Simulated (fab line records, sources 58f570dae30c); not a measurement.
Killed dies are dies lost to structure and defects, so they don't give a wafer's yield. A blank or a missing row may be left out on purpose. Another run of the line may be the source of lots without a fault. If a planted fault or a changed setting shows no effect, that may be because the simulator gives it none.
Chamber matching :: flow berkeley cmos170 :: rie diel-03 running UCB170_PWELL_ETCH_14: 4 sister chambers
The step etches Si3N4 in CH3F/Ar/O2, stops on SiO2, target depth 242 nm, time 151 s. 8 wafers are shown with their chamber, then 7 later ones without.

EACH WAFER AND ITS CHAMBER
wafer: L798.1
chamber: 2
throttle valve pct (%): 8.28
drypump motor current A (A): 6.1

wafer: L802.5
chamber: 3
throttle valve pct (%): 8.06
drypump motor current A (A): 5.4

wafer: L804.2
chamber: 3
throttle valve pct (%): 8.07
drypump motor current A (A): 5.3

wafer: L804.4
chamber: 1
throttle valve pct (%): 8.17
drypump motor current A (A): 5.0

wafer: L805.5
chamber: 0
throttle valve pct (%): 8.31
drypump motor current A (A): 5.0

wafer: L805.6
chamber: 1
throttle valve pct (%): 8.18
drypump motor current A (A): 5.0

wafer: L808.1
chamber: 2
throttle valve pct (%): 8.28
drypump motor current A (A): 6.2

wafer: L808.2
chamber: 0
throttle valve pct (%): 8.29
drypump motor current A (A): 5.0

WAFERS WITHOUT THEIR CHAMBER
wafer: L808.5
throttle valve pct (%): 8.07
drypump motor current A (A): 5.3

wafer: L815.2
throttle valve pct (%): 8.30
drypump motor current A (A): 4.9

wafer: L815.4
throttle valve pct (%): 8.27
drypump motor current A (A): 6.1

wafer: L815.5
throttle valve pct (%): 8.30
drypump motor current A (A): 4.9

wafer: L820.1
throttle valve pct (%): 8.06
drypump motor current A (A): 5.4

wafer: L820.3
throttle valve pct (%): 8.27
drypump motor current A (A): 6.1

wafer: L820.5
throttle valve pct (%): 8.16
drypump motor current A (A): 5.0

WHICH CHAMBER EACH ONE RAN IN
wafer: L808.5
from the rows above: 3
in truth: 3

wafer: L815.2
from the rows above: 0
in truth: 0

wafer: L815.4
from the rows above: 2
in truth: 2

wafer: L815.5
from the rows above: 0
in truth: 0

wafer: L820.1
from the rows above: 3
in truth: 3

wafer: L820.3
from the rows above: 2
in truth: 2

wafer: L820.5
from the rows above: 1
in truth: 1
Placed correctly: 7 of 7. Number that these rows cannot place: 0. Wrongly placed: 0.
How it was worked out, from the rows above alone: a wafer's distance from a chamber is the root of the sum, over the readings, of the square of ((its reading less the chamber's mean) divided by the reading's scatter). The wafer belongs to the nearest chamber; if the next one is less than 2 further off, it can't be placed. For every chamber, the mean is computed from those of its wafers that are shown. The scatter: the root of (the sum of the squares of (reading less its chamber's mean) over the shown wafers, divided by (wafers less chambers)).
